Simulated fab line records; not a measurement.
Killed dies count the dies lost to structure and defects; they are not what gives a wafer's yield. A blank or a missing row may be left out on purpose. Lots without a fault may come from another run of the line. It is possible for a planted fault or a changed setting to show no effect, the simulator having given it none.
The tool behind it: which one? ; flow berkeley cmos170 ; 42 wafers from 14 lots sampled at 5 of the route's 331 steps

== WHAT THE GAUGES SHOWED, per wafer ==
UCB170_SILICIDE_RS_MEAS_02: uses a four-point probe to measure. Usual: SILICIDE_TI_RS typically reads 26.26 ohm/sq, with standard deviation 0.27.
lot;measured;on;SILICIDE_TI_RS (ohm/sq);flag
L699;day 7 13:56;film metro-02;26.28 25.82 25.93;
L700;day 7 14:14;film metro-04;26.22 26.08 26.50;
L698;day 7 14:38;film metro-02;26.14 26.15 26.27;
L701;day 8 14:10;film metro-04;26.31 26.38 26.16;
L702;day 8 14:24;film metro-01;26.94 27.08 26.74;
L703;day 8 14:36;film metro-04;26.27 26.41 26.17;
L705;day 8 18:31;film metro-02;26.41 26.11 26.13;
L704;day 8 18:52;film metro-01;25.77 25.80 25.82;
L706;day 9 00:26;film metro-01;26.48 26.21 26.12;
L708;day 9 19:25;film metro-02;26.67 26.30 26.78;
L709;day 9 19:35;film metro-04;25.98 26.07 26.15;
L713;day 10 17:44;film metro-04;26.33 26.33 26.11;
L717;day 11 22:39;film metro-04;26.27 26.31 26.48;
L718;day 12 10:34;film metro-02;26.67 26.67 26.67;

UCB170_SILICIDE_THK_MEAS_03: measures by xrf. Usual: SILICIDE_TI_THK typically reads 29.56 nm, with standard deviation 0.29.
lot;measured;on;SILICIDE_TI_THK (nm);flag
L699;day 7 14:02;film metro-02;29.51 30.05 30.08;
L700;day 7 14:22;film metro-04;29.44 29.70 29.26;
L698;day 7 14:45;film metro-02;29.78 29.73 29.67;
L701;day 8 14:17;film metro-04;29.47 29.40 29.63;
L702;day 8 14:31;film metro-01;29.16 29.08 29.26;
L703;day 8 14:43;film metro-04;29.48 29.20 29.57;
L705;day 8 18:36;film metro-02;29.54 29.78 29.79;
L704;day 8 18:58;film metro-01;30.17 30.12 30.17;
L706;day 9 00:33;film metro-01;29.55 29.70 29.93;
L708;day 9 19:32;film metro-02;29.26 29.54 29.16;
L709;day 9 19:43;film metro-04;29.63 29.86 29.15;
L713;day 10 17:50;film metro-04;29.47 29.27 29.42;
L717;day 11 22:46;film metro-04;29.49 29.59 29.40;
L718;day 12 10:40;film metro-02;29.09 29.16 29.16;

UCB170_V1_CD_MEAS_12 targets a cd of 700 nm. Usual: cd nm reads 700.3 nm (standard deviation 1.3).
lot;measured;on;cd nm (nm);flag
L699;day 8 02:33;cd sem-01;701.9 700.7 700.0;
L700;day 8 02:13;cd sem-02;698.8 698.9 699.0;
L698;day 8 08:22;cd sem-02;697.9 696.9 698.4;
L701;day 9 03:10;cd sem-02;697.5 697.7 699.0;
L702;day 9 03:25;cd sem-02;699.2 699.2 698.3;
L703;day 9 03:08;cd sem-01;698.7 701.0 700.4;
L705;day 9 08:53;cd sem-01;701.0 701.4 702.6;
L704;day 9 09:13;cd sem-01;700.9 701.5 700.5;
L706;day 9 16:50;cd sem-01;701.1 700.8 701.5;
L708;day 10 08:41;cd sem-02;701.4 699.6 701.2;
L709;day 10 08:54;cd sem-01;700.8 700.0 699.2;
L713;day 11 08:58;cd sem-02;700.6 700.1 700.0;
L717;day 12 15:51;cd sem-02;699.5 698.1 699.4;
L718;day 13 03:50;cd sem-01;699.9 700.1 699.9;

UCB170_V2_THK_MEAS_01. Usual: V2_TEOS_THK typically reads 2001 nm, with standard deviation 23.
lot;measured;on;V2_TEOS_THK (nm);flag
L699;day 8 05:52;film metro-03;2009 2032 2024;
L700;day 8 05:40;film metro-04;2000 2024 2040;
L698;day 8 13:05;film metro-03;1987 1983 2008;
L701;day 9 06:52;film metro-03;1960 1991 1998;
L702;day 9 08:13;film metro-04;2007 1997 2041;
L703;day 9 07:08;film metro-04;2030 2009 2041;
L705;day 9 12:35;film metro-02;1990 2006 2023;
L704;day 9 12:56;film metro-03;1983 2004 1999;
L706;day 9 20:08;film metro-03;1980 1977 2012;
L708;day 10 12:55;film metro-03;1991 1992 2040;
L709;day 10 13:04;film metro-02;3691 3681 3733;OFF
L713;day 11 15:14;film metro-02;3686 3730 3743;OFF
L717;day 12 19:44;film metro-03;2001 1973 1994;
L718;day 13 07:25;film metro-03;1949 2002 2006;

== EACH LOT AND THE TOOL THAT RAN IT (in order: tool; ch and the chambers of the sampled wafers; start) ==
lot;UCB170_V2_CVD_00
L699;pecvd-03 ch 0,1, day 8 05:41
L700;pecvd-01 ch 0,1, day 8 05:31
L698;pecvd-01 ch 1,2, day 8 12:56
L701;pecvd-04 ch 0,2, day 9 06:42
L702;pecvd-01 ch 0,1,2, day 9 08:03
L703;pecvd-03 ch 0,2, day 9 06:59
L705;pecvd-03 ch 0,1,2, day 9 12:29
L704;pecvd-04 ch 0,2, day 9 12:45
L706;pecvd-04 ch 0,2, day 9 19:53
L708;pecvd-03 ch 0,2, day 10 12:45
L709;pecvd-04 ch 1,2, day 10 12:54
L713;pecvd-04 ch 0,1, day 11 15:04
L717;pecvd-01 ch 0,1, day 12 19:35
L718;pecvd-03 ch 0,2, day 13 07:14
- UCB170_V2_CVD_00: deposits SiO2 from TEOS/O2, target thk 2000 nm, time 250 s.

== AS READ BY THE TOOLS THEMSELVES (means over the sampled wafers that have a number; for cases with no such wafer, the mark the record gives instead) ==
UCB170_V2_CVD_00. Usual: heater power w 278 W, standard deviation 51; rf fwd power W 548.4 W, standard deviation 1.8; susceptor temp C 390.00 C, standard deviation 0.22.
lot;tool;heater power w (W);rf fwd power W (W);susceptor temp C (C);flag
L699;pecvd-03;290;548.8;390.06;
L700;pecvd-01;270;549.0;390.06;
L698;pecvd-01;278;548.1;390.03;
L701;pecvd-04;266;546.4;389.98;
L702;pecvd-01;292;548.2;389.95;
L703;pecvd-03;323;549.3;390.24;
L705;pecvd-03;264;547.4;389.91;
L704;pecvd-04;286;547.8;389.88;
L706;pecvd-04;271;546.9;390.14;
L708;pecvd-03;317;548.9;390.18;
L709;pecvd-04;246;548.1;389.93;
L713;pecvd-04;256;547.9;390.25;
L717;pecvd-01;292;549.5;390.34;
L718;pecvd-03;326;547.9;389.91;

== THE ANSWER, worked out from the rows above alone ==
Rule: take the mean of a lot's wafers that have a number; if it is more than 3 standard deviations from the usual mean, the lot is off. Also off: a lot with no number at a reading for which 4 or more lots have one. The other lots that the step has rows for count as sound. First the gauges in route order, then the tools' own readings, where a lot's mean is used as printed above. At the first step where some lot is off, the reading lying furthest off is the one used; lots without a number count as furthest.
Off: at UCB170_V2_THK_MEAS_01 (V2_TEOS_THK), L709, L713.
A tool fits if, at a process step before that reading, it ran every lot that is off, and no sound lot after the first of them. The gauges at UCB170_V2_THK_MEAS_01 are tried like those tools. This does not decide it: 2 tools fit, namely pecvd-04 at UCB170_V2_CVD_00 and film metro-02 at UCB170_V2_THK_MEAS_01.

== WHAT HAD BEEN PUT IN BY THE SIMULATOR ==
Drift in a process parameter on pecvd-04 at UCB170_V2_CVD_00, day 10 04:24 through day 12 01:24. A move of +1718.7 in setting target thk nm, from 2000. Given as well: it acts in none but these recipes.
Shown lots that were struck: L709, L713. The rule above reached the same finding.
